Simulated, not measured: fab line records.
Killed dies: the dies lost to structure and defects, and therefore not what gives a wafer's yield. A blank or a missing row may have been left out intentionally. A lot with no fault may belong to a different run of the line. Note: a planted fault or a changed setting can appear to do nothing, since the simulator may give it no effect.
fab line records | flow ritCmos
record: lots: 6 | wafers: 18 | lastDay: 7
route steps=202 shown SILICIDE@167 CONTACT@168
lots with no fault: from the same line, run without faults
startH: the number of hours between the record's first day and the start of the first shown wafer of the lot | waitH: hours elapsed since this lot's preceding step | " identical to the entry in the row above | L1.1+2: one row covering several wafers at once | - no value present, or no start provided | * or withheld: withheld | < > ~ a bound
route shown NAME@n: a module of which the file shows steps, and the number in the route of the first | usual: the fault-free wafers' mean and standard deviation | same: alike in all rows | chamber/n: place in a boat | sites: readings site by site | _std_site: the values' standard deviation | _edge_site: the outer-site mean with the inner-site mean subtracted | radiusMm: for every site, how far away it sits from the centre of the wafer | mask NAME#n: copy n | behind: the last tool/chamber to shape the wafer | hold: cause of the lot's hold/its duration in hours/its outcome | device: whichever transistor did not switch (one of n, p or np) | end of line: tests run on the same wafers once the route is complete | a step given without rows: its recipe and nothing more | killed: not the wafer's yield, but the dies lost to structure and defects at the first sort | map: per-die view of a wafer (x killed, . not killed, _ where there is no die)
set.NAME: setting as actually run; set.NAME@STEP: the setting as run at that earlier step | model.NAME: the simulator's own value behind a step, which no gauge read
a table for each step, a row for each wafer; lots at some steps of the route
services: a tool's chamber out of use, with start hour (startH, from the record's first day; less than 0 if before it), hours out, and reason
== steps ==
step: RIT_SILICIDE_RTA_06
recipe: tempC: 750 | timeS: 10 | idleTempC: 25 | rampUpS: 5 | rampDownS: 10 | coolToC: 25 | ambient: N2
usual: wafer_temp_C_max: 753.8/1.8
lot.wafer | tool         | chamber | startH | waitH | wafer_temp_C_max
L814.2    | rtpAnneal-02 | 0       | 67.18  | 0.0   | 751.3
L814.5    | "            | 0       | "      | "     | 753.0
L814.6    | "            | 0       | "      | "     | 752.1
L819.2    | rtpAnneal-01 | 0       | 97.00  | 0.0   | 756.3
L819.4    | "            | 0       | "      | "     | 755.2
L819.5    | "            | 0       | "      | "     | 756.2
L820.2    | rtpAnneal-01 | 0       | 104.99 | 0.0   | 755.6
L820.3    | "            | 0       | "      | "     | 755.4
L820.5    | "            | 0       | "      | "     | 755.9
L825.1    | rtpAnneal-02 | 0       | 122.43 | 0.0   | 752.1
L825.4    | "            | 0       | "      | "     | 752.0
L825.6    | "            | 0       | "      | "     | 752.0
L832.3    | rtpAnneal-01 | 0       | 155.61 | 0.0   | 755.9
L832.4    | "            | 0       | "      | "     | 756.6
L832.6    | "            | 0       | "      | "     | 755.2
L833.1    | rtpAnneal-02 | 0       | 161.87 | 0.0   | 751.7
L833.4    | "            | 0       | "      | "     | 751.9
L833.6    | "            | 0       | "      | "     | 753.1
step: RIT_CONTACT_CVD_00
recipe: material: SiO2 | targetThkNm: 400 | precursor: TEOS | tempC: 390 | timeS: 61 | rfW: 389.5
usual: heaterPowerW: 313/47
lot.wafer | tool     | chamber | startH | waitH | heaterPowerW
L814.2    | pecvd-02 | 2       | 67.23  | 0.0   | 256
L814.5    | "        | 1       | "      | "     | 288
L814.6    | "        | 0       | "      | "     | 318
L819.2    | pecvd-04 | 1       | 97.06  | 0.0   | 392
L819.4    | "        | 0       | "      | "     | 286
L819.5    | "        | 2       | "      | "     | 291
L820.2    | pecvd-02 | 2       | 105.04 | 0.0   | 239
L820.3    | "        | 1       | "      | "     | 238
L820.5    | "        | 1       | "      | "     | 252
L825.1    | pecvd-04 | 0       | 122.50 | 0.1   | 235
L825.4    | "        | 1       | "      | "     | 374
L825.6    | "        | 2       | "      | "     | 362
L832.3    | pecvd-02 | 0       | 155.66 | 0.0   | 278
L832.4    | "        | 0       | "      | "     | 292
L832.6    | "        | 2       | "      | "     | 272
L833.1    | pecvd-03 | 2       | 161.94 | 0.1   | 328
L833.4    | "        | 1       | "      | "     | 393
L833.6    | "        | 0       | "      | "     | 274
step: RIT_CONTACT_THK_MEAS_01
recipe: reads: SiO2_of_CONTACT_CVD_00
usual: CONTACT_TEOS_THK: 398/4.6
lot.wafer | tool         | chamber | startH | waitH | CONTACT_TEOS_THK[nm]
L814.2    | filmMetro-02 | -       | 67.29  | 0.0   | 389
L814.5    | "            | -       | "      | "     | 399
L814.6    | "            | -       | "      | "     | 398
L819.2    | filmMetro-03 | -       | 97.12  | 0.0   | 397
L819.4    | "            | -       | "      | "     | 402
L819.5    | "            | -       | "      | "     | 403
L820.2    | filmMetro-03 | -       | 105.10 | 0.0   | 393
L820.3    | "            | -       | "      | "     | 397
L820.5    | "            | -       | "      | "     | 404
L825.1    | filmMetro-01 | -       | 122.55 | 0.0   | 395
L825.4    | "            | -       | "      | "     | 404
L825.6    | "            | -       | "      | "     | 406
L832.3    | filmMetro-02 | -       | 155.73 | 0.0   | 392
L832.4    | "            | -       | "      | "     | 397
L832.6    | "            | -       | "      | "     | 393
L833.1    | filmMetro-02 | -       | 161.99 | 0.0   | 396
L833.4    | "            | -       | "      | "     | 399
L833.6    | "            | -       | "      | "     | 399
step: RIT_CONTACT_HMDS_02
recipe: primeTimeS: 60 | primeTempC: 140
step: RIT_CONTACT_COAT_03
recipe: resist: NOVOLAK | spinRpm: 3250 | resistThkNm: 1000
step: RIT_CONTACT_SOFTBAKE_04
recipe: resist: NOVOLAK | tempC: 90 | timeS: 60
step: RIT_CONTACT_EXPOSE_05
recipe: maskId: M11 | na: 0.6 | sourceShape: conventional | sigmaOuter: 0.5 | targetCdNm: 1000 | doseMj: 250
step: RIT_CONTACT_PEB_06
recipe: resist: NOVOLAK | tempC: withheld | timeS: withheld
step: RIT_CONTACT_DEVELOP_07
recipe: resist: NOVOLAK | developTimeS: 120 | devTempC: 23
step: RIT_CONTACT_CD_MEAS_08
recipe: targetCdNm: 1000
usual: cdNm: 999.7/2.1
lot.wafer | tool     | chamber | startH | waitH | cdNm
L814.2    | cdSem-02 | -       | 68.33  | -     | 1000.8
L814.5    | "        | -       | "      | "     | 1002.2
L814.6    | "        | -       | "      | "     | 1000.2
L819.2    | cdSem-01 | -       | 98.28  | -     | 995.9
L819.4    | "        | -       | "      | "     | 996.9
L819.5    | "        | -       | "      | "     | 997.8
L820.2    | cdSem-02 | -       | 106.26 | -     | 1000.9
L820.3    | "        | -       | "      | "     | 999.8
L820.5    | "        | -       | "      | "     | 1002.5
L825.1    | cdSem-02 | -       | 123.58 | -     | 1000.5
L825.4    | "        | -       | "      | "     | 1000.1
L825.6    | "        | -       | "      | "     | 1000.0
L832.3    | cdSem-01 | -       | 156.77 | -     | 999.9
L832.4    | "        | -       | "      | "     | 998.9
L832.6    | "        | -       | "      | "     | 999.0
L833.1    | cdSem-01 | -       | 163.14 | -     | 994.4
L833.4    | "        | -       | "      | "     | 994.7
L833.6    | "        | -       | "      | "     | 995.1
step: RIT_CONTACT_OVL_MEAS_09
usual: CONTACT_OVL: -0.7/1.3
lot.wafer | tool       | chamber | startH | waitH | CONTACT_OVL[nm]
L814.2    | overlay-01 | -       | 68.43  | 0.1   | -3.5
L814.5    | "          | -       | "      | "     | -1.9
L814.6    | "          | -       | "      | "     | -1.6
L819.2    | overlay-01 | -       | 98.39  | 0.1   | -0.5
L819.4    | "          | -       | "      | "     | -0.3
L819.5    | "          | -       | "      | "     | 0.4
L820.2    | overlay-02 | -       | 106.37 | 0.1   | 0.4
L820.3    | "          | -       | "      | "     | 1.9
L820.5    | "          | -       | "      | "     | 0.2
L825.1    | overlay-02 | -       | 123.70 | 0.1   | 0.0
L825.4    | "          | -       | "      | "     | 0.9
L825.6    | "          | -       | "      | "     | 0.7
L832.3    | overlay-01 | -       | 156.87 | 0.1   | -3.3
L832.4    | "          | -       | "      | "     | -4.1
L832.6    | "          | -       | "      | "     | -0.6
L833.1    | overlay-01 | -       | 163.26 | 0.1   | -1.3
L833.4    | "          | -       | "      | "     | -1.2
L833.6    | "          | -       | "      | "     | 0.5
step: RIT_CONTACT_HARDBAKE_10
recipe: resist: NOVOLAK | tempC: 140 | timeS: 60
step: RIT_CONTACT_ETCH_11
recipe: targetDepthA: 4800 | overEtchFrac: 0.2 | stopOn: TiSi2 | chemistry: CHF3/CF4/Ar | target: SiO2 | CHF3_flow_sccm: 50 | cf4FlowSccm: 10 | Ar_flow_sccm: 100 | O2_flow_sccm: 5 | pressureMtorr: 100 | rfW: 200 | timeS: 320
usual: drypumpMotorCurrentA: 5.8/0.37 | oesProductAu: 0.990/0.018 | rfFwdPowerW: 199.7/0.61 | throttleValvePct: 8.77/0.11
lot.wafer | tool       | chamber | startH | waitH | drypumpMotorCurrentA | oesProductAu | rfFwdPowerW | rfHoursCounterH | throttleValvePct | model.etch.depthNm | model.CONTACT.featureDepthNm | model.NOVOLAK_of_CONTACT_COAT_03.thkNm
L814.2    | rieDiel-02 | 3       | 68.61  | 0.1   | 6.0                  | 0.992        | 199.8       | 0               | 8.80             | 388.9              | 388.9                        | 771
L814.5    | "          | 3       | "      | "     | 5.9                  | 0.995        | 199.3       | -               | 8.81             | 398.6              | 398.6                        | 768.7
L814.6    | "          | 2       | "      | "     | 6.0                  | 0.997        | 200.3       | -               | 8.79             | 398.5              | 398.5                        | 769
L819.2    | rieDiel-04 | 0       | 98.57  | 0.1   | 5.5                  | 0.984        | 199.3       | 97              | 8.85             | 397.5              | 397.5                        | 772.7
L819.4    | "          | 2       | "      | "     | 5.5                  | 0.987        | 198.3       | 148             | 8.71             | 401.7              | 401.7                        | 769.8
L819.5    | "          | 0       | "      | "     | 5.4                  | 0.991        | 199.7       | -               | 8.84             | 403.1              | 403.1                        | 771.3
L820.2    | rieDiel-04 | 0       | 106.55 | 0.1   | 5.4                  | 0.969        | 119.6       | 97              | 8.84             | 365.8              | 365.8                        | 798.7
L820.3    | "          | 2       | "      | "     | 5.5                  | 0.983        | 119.8       | 148             | 8.71             | 376.9              | 376.9                        | 795.3
L820.5    | "          | 0       | "      | "     | 5.5                  | 0.976        | 119.6       | -               | 8.86             | 368.3              | 368.3                        | 796.4
L825.1    | rieDiel-04 | 2       | 123.88 | 0.1   | 5.6                  | 0.994        | 119.3       | 149             | 8.71             | 375.2              | 375.2                        | 790.5
L825.4    | "          | 3       | "      | "     | 6.3                  | 0.963        | 120.0       | 72              | 8.79             | 365.3              | 365.3                        | 793.3
L825.6    | "          | 3       | "      | "     | 6.3                  | 0.964        | 119.9       | -               | 8.78             | 366.8              | 366.8                        | 792.6
L832.3    | rieDiel-01 | 3       | 157.04 | 0.1   | 5.7                  | 0.988        | 198.9       | 31              | 8.75             | 391.9              | 391.9                        | 769.8
L832.4    | "          | 0       | "      | "     | 5.5                  | 1.015        | 199.8       | 7               | 8.58             | 397.4              | 397.4                        | 774.7
L832.6    | "          | 0       | "      | "     | 5.5                  | 1.009        | 199.7       | -               | 8.59             | 392.7              | 392.7                        | 771.7
L833.1    | rieDiel-01 | 0       | 163.45 | 0.1   | 5.5                  | 1.017        | 199.3       | 7               | 8.60             | 395.8              | 395.8                        | 771.9
L833.4    | "          | 2       | "      | "     | 6.1                  | 0.966        | 200.7       | 139             | 8.76             | 399                | 399                          | 771.2
L833.6    | "          | 2       | "      | "     | 6.1                  | 0.973        | 201.5       | -               | 8.78             | 399.4              | 399.4                        | 768.9
step: RIT_CONTACT_STRIP_12
recipe: chemistry: O2 | timeS: 180 | resist: NOVOLAK | platenTempC: withheld | powerW: 500 | pressureMtorr: 4000 | o2FlowSccm: 4000
usual: drypumpMotorCurrentA: 5.4/0.47
lot.wafer | tool           | chamber | startH | waitH | drypumpMotorCurrentA | rfHoursCounterH
L814.2    | plasmaAsher-04 | 0       | 68.91  | 0.2   | 6.2                  | 43
L814.5    | "              | 1       | "      | "     | 5.0                  | -
L814.6    | "              | 0       | "      | "     | 6.2                  | -
L819.2    | plasmaAsher-03 | 0       | 98.76  | 0.1   | 5.7                  | 47
L819.4    | "              | 0       | "      | "     | 5.7                  | -
L819.5    | "              | 1       | "      | "     | 4.9                  | -
L820.2    | plasmaAsher-04 | 1       | 106.74 | 0.1   | 5.0                  | 47
L820.3    | "              | 0       | "      | "     | 6.1                  | -
L820.5    | "              | 0       | "      | "     | 6.1                  | -
L825.1    | plasmaAsher-04 | 1       | 124.08 | 0.1   | 5.0                  | 49
L825.4    | "              | 1       | "      | "     | 5.0                  | -
L825.6    | "              | 1       | "      | "     | 5.0                  | -
L832.3    | plasmaAsher-03 | 1       | 157.29 | 0.2   | 4.9                  | -
L832.4    | "              | 0       | "      | "     | 5.7                  | -
L832.6    | "              | 0       | "      | "     | 5.7                  | -
L833.1    | plasmaAsher-01 | 1       | 163.64 | 0.1   | 4.8                  | 3
L833.4    | "              | 0       | "      | "     | 5.3                  | -
L833.6    | "              | 0       | "      | "     | 5.4                  | -
== services ==
tool           | chamber | startH | hours | kind
rieDiel-02     | 1       | 44.88  | 4.7   | repair
pecvd-03       | -       | 45.17  | 5.5   | pm
rieDiel-01     | 1       | 45.30  | -     | clean
plasmaAsher-03 | -       | 63.43  | 0.4   | repair
rieDiel-02     | 1       | 66.11  | 4.4   | repair
rieDiel-04     | 2       | 71.65  | 5.1   | repair
rieDiel-02     | 3       | 77.78  | 5.2   | repair
rieDiel-04     | 3       | 86.38  | 5.6   | repair
plasmaAsher-01 | -       | 108.87 | 9.0   | pm
rieDiel-04     | 3       | 109.74 | 5.1   | repair
plasmaAsher-01 | -       | 117.87 | 2.8   | pm
plasmaAsher-01 | -       | 120.62 | 14.6  | pm
rtpAnneal-02   | -       | 122.76 | 3.2   | pm
rieDiel-02     | 0       | 130.28 | 9.4   | repair
rieDiel-02     | -       | 132.17 | 2.4   | repair
rieDiel-01     | 3       | 133.35 | 11.7  | repair
rieDiel-04     | 1       | 133.55 | -     | clean
rieDiel-04     | 1       | 133.55 | 14.6  | scheduledDown
rieDiel-04     | 1       | 133.55 | 14.6  | ventCycle
rieDiel-04     | 2       | 151.45 | -     | clean
rieDiel-04     | 2       | 151.45 | 15.7  | scheduledDown
rieDiel-04     | 2       | 151.45 | 15.7  | ventCycle
pecvd-04       | 0       | 155.89 | 4.8   | repair
rieDiel-02     | 3       | 159.53 | 3.1   | repair
== key ==
firstSign: step: RIT_CONTACT_ETCH_11 | reading: rfFwdPowerW | direction: down | sigmas: 99+ | usual: 199.7 | struck: 119.7
effect none on later readings
modelEffect: step: RIT_CONTACT_ETCH_11 | value: etch.depthNm | without: 399.7 | struck: 369.7
metAt RIT_CONTACT_ETCH_11
struckWafers L820.2,L820.3,L820.5,L825.1,L825.4,L825.6
laterRowsLeftOut L820.2,L820.3,L820.5,L825.1,L825.4,L825.6
sortLeftOut L820.2,L820.3,L820.5,L825.1,L825.4,L825.6
testerLeftOut L820,L825
onsetBetween 98.57 106.55
fault: kind: processParameterDrift | tool: rieDiel-04 | chamber: - | onsetH: 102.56 | steps: RIT_CONTACT_ETCH_11 | channel: rfW | offset: -80 | shape: step | endH: 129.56 | actsIn: theseRecipesOnly | stated: 200
testerLeftOut: of these lots the tester's yield and bins aren't shown, on N5 and GAA mostly nor the transistor test; their killed dies are dies lost to structure and defects alone, not to doping, threshold or leakage, so they don't give the yield
sortLeftOut: the simulated sort isn't trusted on such a fault, so these wafers' sort isn't shown, and their yield isn't known
laterRowsLeftOut: the simulator's readings of these wafers behind a module that went badly wrong aren't trusted and aren't shown, but for the sort
